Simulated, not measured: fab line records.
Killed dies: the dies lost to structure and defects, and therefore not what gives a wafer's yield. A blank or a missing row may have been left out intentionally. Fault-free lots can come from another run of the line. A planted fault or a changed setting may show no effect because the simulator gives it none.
Which tool was responsible? + flow rit_cmos + 14 lots, 42 wafers sampled, at 4 steps of a route of 202

WHAT EACH GAUGE READ, for each wafer
RIT_FOX2_THK_MEAS_01. Usual: FOX2_OXIDE_THK gives 345 nm (standard deviation 7.3).
| lot  | measured    | on            | FOX2_OXIDE_THK (nm) | flag |
|------|-------------|---------------|---------------------|------|
| L549 | day 1 20:09 | film_metro-04 | 350 352 350         |      |
| L550 | day 2 00:34 | film_metro-04 | 353 348 352         |      |
| L554 | day 2 20:20 | film_metro-04 | 340 339 336         |      |
| L555 | day 3 02:21 | film_metro-02 | 333 330 333         |      |
| L556 | day 3 07:20 | film_metro-02 | 349 347 348         |      |
| L558 | day 3 15:22 | film_metro-04 | 351 348 343         |      |
| L560 | day 4 02:53 | film_metro-04 | 352 354 350         |      |
| L561 | day 4 07:23 | film_metro-03 | 340 338 339         |      |
| L562 | day 4 12:45 | film_metro-02 | 344 344 340         |      |
| L563 | day 4 16:30 | film_metro-04 | 346 345 346         |      |
| L565 | day 5 02:48 | film_metro-03 | 350 349 351         |      |
| L566 | day 5 08:35 | film_metro-02 | 341 345 343         |      |
| L568 | day 5 17:22 | film_metro-04 | 498 497 491         | OFF  |
| L571 | day 6 09:15 | film_metro-02 | 501 503 504         | OFF  |

RIT_FOX2_THK_MEAS_90. Usual: FIELD_OXIDE_LEFT_1_THK gives 317 nm (standard deviation 7.3).
| lot  | measured    | on            | FIELD_OXIDE_LEFT_1_THK (nm) | flag |
|------|-------------|---------------|-----------------------------|------|
| L549 | day 1 21:02 | film_metro-04 | 324 325 324                 |      |
| L550 | day 2 01:27 | film_metro-02 | 325 321 324                 |      |
| L554 | day 2 21:13 | film_metro-02 | 312 311 309                 |      |
| L555 | day 3 03:59 | film_metro-03 | 306 302 305                 |      |
| L556 | day 3 08:13 | film_metro-03 | 321 320 320                 |      |
| L558 | day 3 16:15 | film_metro-03 | 323 320 316                 |      |
| L560 | day 4 03:55 | film_metro-03 | 325 327 323                 |      |
| L561 | day 4 08:16 | film_metro-03 | 312 310 311                 |      |
| L562 | day 4 13:42 | film_metro-03 | 317 317 313                 |      |
| L563 | day 4 17:23 | film_metro-03 | 319 318 319                 |      |
| L565 | day 5 03:41 | film_metro-02 | 322 321 324                 |      |
| L566 | day 5 09:28 | film_metro-02 | 313 318 316                 |      |
| L568 | day 5 18:15 | film_metro-03 | 470 470 464                 | OFF  |
| L571 | day 6 10:08 | film_metro-02 | 474 476 477                 | OFF  |

RIT_FOX2_THK_MEAS_91. Usual: FIELD_OXIDE_LEFT_2_THK gives 249 nm (standard deviation 7.4).
| lot  | measured    | on            | FIELD_OXIDE_LEFT_2_THK (nm) | flag |
|------|-------------|---------------|-----------------------------|------|
| L549 | day 2 09:50 | film_metro-03 | 256 258 256                 |      |
| L550 | day 2 13:56 | film_metro-04 | 257 252 257                 |      |
| L554 | day 3 10:11 | film_metro-04 | 244 243 241                 |      |
| L555 | day 3 16:23 | film_metro-04 | 237 234 237                 |      |
| L556 | day 3 20:31 | film_metro-04 | 254 254 254                 |      |
| L558 | day 4 05:08 | film_metro-03 | 256 252 247                 |      |
| L560 | day 4 16:08 | film_metro-03 | 257 258 255                 |      |
| L561 | day 4 20:56 | film_metro-03 | 244 242 242                 |      |
| L562 | day 5 02:26 | film_metro-04 | 249 248 244                 |      |
| L563 | day 5 05:47 | film_metro-02 | 250 249 250                 |      |
| L565 | day 5 16:14 | film_metro-02 | 253 253 255                 |      |
| L566 | day 5 22:10 | film_metro-03 | 246 250 248                 |      |
| L568 | day 6 06:18 | film_metro-02 | 403 402 397                 | OFF  |
| L571 | day 6 22:58 | film_metro-03 | 404 407 407                 | OFF  |

WHAT TOOL EACH LOT RAN ON (gives the tool, then ch and the chambers of the sampled wafers, and finally the start)
| lot  | RIT_FOX2_OXIDATION_00        |
|------|------------------------------|
| L549 | furnace-02 ch 0, day 1 18:50 |
| L550 | furnace-02 ch 0, day 1 23:16 |
| L554 | furnace-03 ch 0, day 2 19:02 |
| L555 | furnace-01 ch 0, day 3 01:02 |
| L556 | furnace-03 ch 0, day 3 06:02 |
| L558 | furnace-01 ch 0, day 3 14:03 |
| L560 | furnace-01 ch 0, day 4 01:32 |
| L561 | furnace-03 ch 0, day 4 06:04 |
| L562 | furnace-03 ch 0, day 4 11:26 |
| L563 | furnace-01 ch 0, day 4 15:10 |
| L565 | furnace-01 ch 0, day 5 01:29 |
| L566 | furnace-01 ch 0, day 5 07:14 |
| L568 | furnace-01 ch 0, day 5 16:02 |
| L571 | furnace-01 ch 0, day 6 07:55 |
- RIT_FOX2_OXIDATION_00: target thk 350.7 nm, ox time 1130 s.

WHAT THE TOOLS THEMSELVES READ (means of the sampled wafers that have a number; where no wafer has one, the mark that the record gives instead)
The record holds no such reading with a usual standard deviation.

THE ANSWER, worked out from the rows above alone
Rule: lot off if the mean of its wafers having a number is beyond 3 standard deviations from the usual mean. A lot without any number at a reading at which 4 lots or more have one is off too. Where the step has rows for the other lots, those lots are counted as sound. The gauges are gone through in route order, then the tools' own readings, and for those a lot's mean is taken as printed above. The first step at which some lot is off is used, and at that step the reading that is off furthest; a lot without a number counts as furthest.
Off: at RIT_FOX2_THK_MEAS_01 (FOX2_OXIDE_THK), L568, L571.
If a tool, at a process step before that reading, ran all the lots that are off and no sound lot after the first of them, it fits. Those tools and the gauges at RIT_FOX2_THK_MEAS_01 are tried in the same way. One candidate fits, namely furnace-01 at RIT_FOX2_OXIDATION_00. A fault onset in the window from L566 (day 5 07:14, its last sound lot) to L568 (day 5 16:02, its first lot off) fits.

WHAT WAS PUT IN BY THE SIMULATOR
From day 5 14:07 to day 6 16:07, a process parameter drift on furnace-01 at RIT_FOX2_OXIDATION_00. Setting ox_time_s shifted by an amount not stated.
Lots struck among those shown: L568, L571. The same result came from the rule above.
